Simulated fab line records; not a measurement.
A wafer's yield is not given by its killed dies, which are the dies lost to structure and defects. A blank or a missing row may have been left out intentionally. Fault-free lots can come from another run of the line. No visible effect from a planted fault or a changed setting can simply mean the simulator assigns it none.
Code-filled problem report in 8D (eight disciplines) form -- flow rit_cmos -- the parts of the form that need people (team, actions taken, sign-off) are left out

## 1. WHAT IS WRONG
NWELL_OVL at RIT_NWELL_OVL_MEAS_06 reads a mean of -150.0 nm on 12 wafers of 4 lots; wafers without a fault read -0.8 nm with a standard deviation of 1.4. So: -99 or more standard deviations from the usual mean.
The first sign was on wafer L663.2 at day 4 19:12, on overlay-01. At this step, 48 wafers from 16 lots have a number in the record. The rule behind "out" and "out of limits": a value lying over 4 standard deviations away from the usual mean. The rest of the wafers with a number are treated as sound.

## 2. WHAT THIS IS AND IS NOT
question,is,is not
which readings at this step,NWELL_OVL,-
which lots,"L663, L666, L667, L668","L649, L650, L651, L652, L654, L655, L657, L658, L664, L669, L671, L672"
which wafers of those lots,all that have a number,-
read on which gauges,"overlay-01, overlay-02",-
when,from day 4 19:12,"up to then (24 sound wafers); but 12 sound wafers of L664, L669, L671, L672 came after"

## 3. WHAT RULES OUT EACH SUSPECT
Counting: a tool at any process step up to the reading remains a suspect when it ran all the lots that are out and ran no sound lot after the first of those.
- the gauge at RIT_NWELL_OVL_MEAS_06: ruled out. 2 gauges (overlay-01, overlay-02) read the wafers that are out.
- iline_stepper-02 at RIT_NWELL_EXPOSE_03 (exposes mask M2, target cd 43900 nm): kept. It ran every lot that is out, first L663 (day 4 18:47), and no sound lot after that; its last sound lot up to then is L658 (day 3 17:38).
Remaining after the count: iline_stepper-02 at RIT_NWELL_EXPOSE_03.

## 4. THE CAUSE (what the simulator had put in)
Scanner matching overlay: iline_stepper-02, from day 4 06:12 on, at RIT_NWELL_EXPOSE_03. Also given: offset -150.
This tool alone remained once counting was done.

## 5. THE EFFECT CHAIN, in route order
Rows list readings where the struck wafers' mean (over those with a number) sits beyond 3 standard deviations from the usual. Only readings whose record carries a usual standard deviation are examined. hours: median over the lots of the time between each lot's start at the first step of this table that gives one and its start at this step. sigmas: the change, counted in usual standard deviations.
hours,step,reading,usual,on struck wafers,change,sigmas
0,RIT_NWELL_OVL_MEAS_06,NWELL_OVL,-0.8 nm,-150.0,-149.2,-99 or more

## 6. WHAT WOULD HAVE CAUGHT IT SOONER
13 hours passed between the start of the fault at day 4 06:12 and the first reading out of limits at a measuring or inspecting step in this record, taken at day 4 19:12.
An alarm limit of 4 standard deviations would not have fired on the tool readings at RIT_NWELL_EXPOSE_03 for which the record gives a usual standard deviation, since none of them was out on any struck wafer.
Of the lots that are out (4), L666, L667, L668 began RIT_NWELL_EXPOSE_03 on iline_stepper-02 after day 4 19:12. A hold on the tool at that time would have spared those 3.
